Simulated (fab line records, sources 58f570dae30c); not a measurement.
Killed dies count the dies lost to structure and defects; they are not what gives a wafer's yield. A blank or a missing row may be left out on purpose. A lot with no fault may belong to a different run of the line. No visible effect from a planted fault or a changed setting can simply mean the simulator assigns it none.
A struck lot beside a sound one | flow berkeley cmos170 | 15 out of 331 route steps
Sound: wafers L541.1, L541.4, L541.6. Struck: wafer L545.6 (left out: L545.3, L545.4 of the same lot, which were not struck); the cause appears at the end.
Order at every step that has rows: each side's tool, ch and its chambers, its first start. Under that, the readings that differ: sound wafers | struck wafers | difference of the means | sigmas: that difference in standard deviations of wafers without a fault.
alike: readings with means less than 2 such deviations apart, plus words and numbers identical on both sides. not compared: withheld readings, readings lacking a value on some wafer, bounds such as >300 that could conceal the same value, and numbers that have no deviation in the record and whose values overlap.
A row with sigmas, a row that says differs or no value, or rows on one side alone: a step with any of these is where the two part. When numbers do not overlap yet have no deviation, they are printed without sigmas and do not part them. A reading that every wafer of one side lacks parts them only if that side has two wafers or more.

UCB170_V1_CMP_02: polishes SiO2.
  sound on cmp-01 ch 2,3, day 8 18:19; struck on cmp-02 ch 3, day 9 11:29
  alike: motor current A
UCB170_V1_BOW_MEAS_03:
  sound on film metro-02, day 8 18:37; struck on film metro-03, day 9 11:43
  alike: V1_BOW
UCB170_V1_THK_MEAS_04:
  sound on film metro-02, day 8 18:44; struck on film metro-03, day 9 11:49
  alike: V1_POLISHED_THK
then, 7 steps without rows for these wafers: UCB170_V1_CLEAN_05 (cleans in DIW); UCB170_V1_HMDS_06 (prime time 60 s); UCB170_V1_COAT_07 (resist thk 900 nm); UCB170_V1_SOFTBAKE_08 (time 60 s); UCB170_V1_EXPOSE_09 (exposes mask VIA1, target cd 700 nm); UCB170_V1_PEB_10; UCB170_V1_DEVELOP_11 (develop time 45 s).
UCB170_V1_CD_MEAS_12: the cd target is 700 nm.
  sound on cd sem-02, day 8 21:07; struck on cd sem-01, day 9 13:02
  alike: cd nm
UCB170_V1_OVL_MEAS_13:
  sound on overlay-02, day 8 21:14; struck on overlay-01, day 9 13:07
  alike: V1_OVL
UCB170_V1_ETCH_14: etches SiO2 in CHF3/CF4/Ar, stops on Al, target depth 1250 nm, time 291 s.
  sound on rie diel-01 ch 0,2, day 8 21:16; struck on rie diel-01 ch 2, day 9 13:08
  reading                             | sound             | struck | difference | sigmas
  rf fwd power W (W)                  | 697.6 697.1 698.0 | 783.3  | +85.7      | +43
  model.KrF_of_V1_COAT_07.thk nm (nm) | 607.3 617.2 609   | 590.8  | -20.4      |
  alike: drypump motor current A, oes product au, throttle valve pct
  not compared: rf hours counter h
UCB170_V1_STRIP_15: strips in O2.
  sound on plasma asher-02 ch 0, day 8 21:27; struck on plasma asher-02 ch 0, day 9 13:21
  reading                      | sound             | struck | difference | sigmas
  strip time to endpoint s (s) | 15.23 15.47 15.29 | 14.87  | -0.46      | -5
  alike: drypump motor current A, oes product au
  not compared: rf hours counter h
UCB170_V1_CD_MEAS_90: the cd target is 700 nm.
  sound on cd sem-02, day 8 21:33; struck on cd sem-02, day 9 13:28
  reading    | sound             | struck | difference | sigmas
  cd nm (nm) | 698.8 698.9 698.4 | 703.0  | +4.3       | +3

## WHERE THEY PART
Last at UCB170_V1_CD_MEAS_90 as far as this record goes, first at UCB170_V1_ETCH_14.

WHY: whatever the simulator had introduced
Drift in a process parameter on rie diel-01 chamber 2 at UCB170_V1_ETCH_14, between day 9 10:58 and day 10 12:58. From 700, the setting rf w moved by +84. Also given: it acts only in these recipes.
